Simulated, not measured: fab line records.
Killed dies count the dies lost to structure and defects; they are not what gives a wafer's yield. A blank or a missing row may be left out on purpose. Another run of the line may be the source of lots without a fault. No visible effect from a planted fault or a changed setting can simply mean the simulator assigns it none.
One fault seen from 2 desks    flow berkeley cmos170    only its own numbers are on each desk; what lay behind them is given at the end

== FROM THE METROLOGY DESK ==
What the gauges read for every lot (on any tool): the sampled wafers with a number, averaged. A lot is out of limits, marked OUT, if its mean lies more than 4 standard deviations from the usual mean; the brackets give that distance.
Columns: A = NWELL_OXIDE_THK at UCB170_NWELL_THK_MEAS_02, usual 26.3 nm; B = WELLDRIVE_OXIDE_THK at UCB170_WELLDRIVE_THK_MEAS_02, usual 198 nm; C = SACOX_OXIDE_THK at UCB170_SACOX_THK_MEAS_02, usual 14.34 nm
lot   first seen here  A     B    C
L205  day 2 06:37      26.5  193  14.57
L206  day 2 15:31      25.5  203  14.61
L207  day 2 15:31      25.7  198  14.37
L208  day 2 19:47      25.9  202  14.70
L209  day 3 07:27      26.6  198  14.27
L213  day 4 01:19      26.1  200  14.10
L214  day 4 05:38      26.2  201  13.96
L215  day 4 12:20      27.3  195  14.44
L218  day 5 06:53      26.8  196  14.51
L221  day 5 18:17      26.6  196  14.13
L223  day 6 02:49      26.7  201  14.65
L224  day 6 07:10      26.5  197  14.23
L225  day 6 14:47      26.1  198  14.09
L226  day 6 20:50      26.0  194  14.36
Finding of this desk: none of the 14 lots has anything out of limits.

== TOOL OWNER'S DESK, plasma asher-04 ==
The tool's own readings at UCB170_PVT_STRIP_08 (strips in O2): means of the sampled wafers that have a number, for each lot that ran on this tool. A lot is out of limits, marked OUT, if its mean lies more than 4 standard deviations from the usual mean; the brackets give that distance.
Columns: A = drypump motor current A at UCB170_PVT_STRIP_08, usual 6.12 A; B = o2 flow sccm at UCB170_PVT_STRIP_08, usual 400.0 sccm; C = oes product au at UCB170_PVT_STRIP_08, usual 0.734 a.u.; D = strip time to endpoint s at UCB170_PVT_STRIP_08, usual 21.61 s
lot   first seen here  A     B                        C                 D
L208  day 7 11:13      6.16  399.9                    0.733             21.61
L215  day 9 09:54      6.24  399.2                    0.736             21.59
L218  day 10 04:08     6.27  399.4                    0.737             21.71
L221  day 10 11:20     6.25  600.7 (+99 or more) OUT  0.757 (+5.2) OUT  20.53 (-17) OUT
L224  day 10 17:26     6.26  600.7 (+99 or more) OUT  0.761 (+6.1) OUT  20.63 (-16) OUT
This desk's finding: out of limits on L221, L224; first on L221, day 10 11:20 (o2 flow sccm at UCB170_PVT_STRIP_08). Within limits: L208, L215, L218.

== TAKEN TOGETHER ==
The tool owner's desk had the chance to raise an alarm at day 10 11:20 on L221, L224.
From the metrology desk's view, nothing was out of limits.
The metrology desk has L221, L224 on record, within its limits.
All the named lots went through UCB170_PVT_STRIP_08 on plasma asher-04.

== WHAT WAS PUT IN BY THE SIMULATOR ==
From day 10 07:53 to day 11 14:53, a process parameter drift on plasma asher-04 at UCB170_PVT_STRIP_08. The setting o2 flow sccm was moved by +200, starting from 400. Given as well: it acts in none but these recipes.
Struck lots among those shown: L221, L224.
Each desk's first reading out of limits, in hours after the fault started: the tool owner's desk, 3.
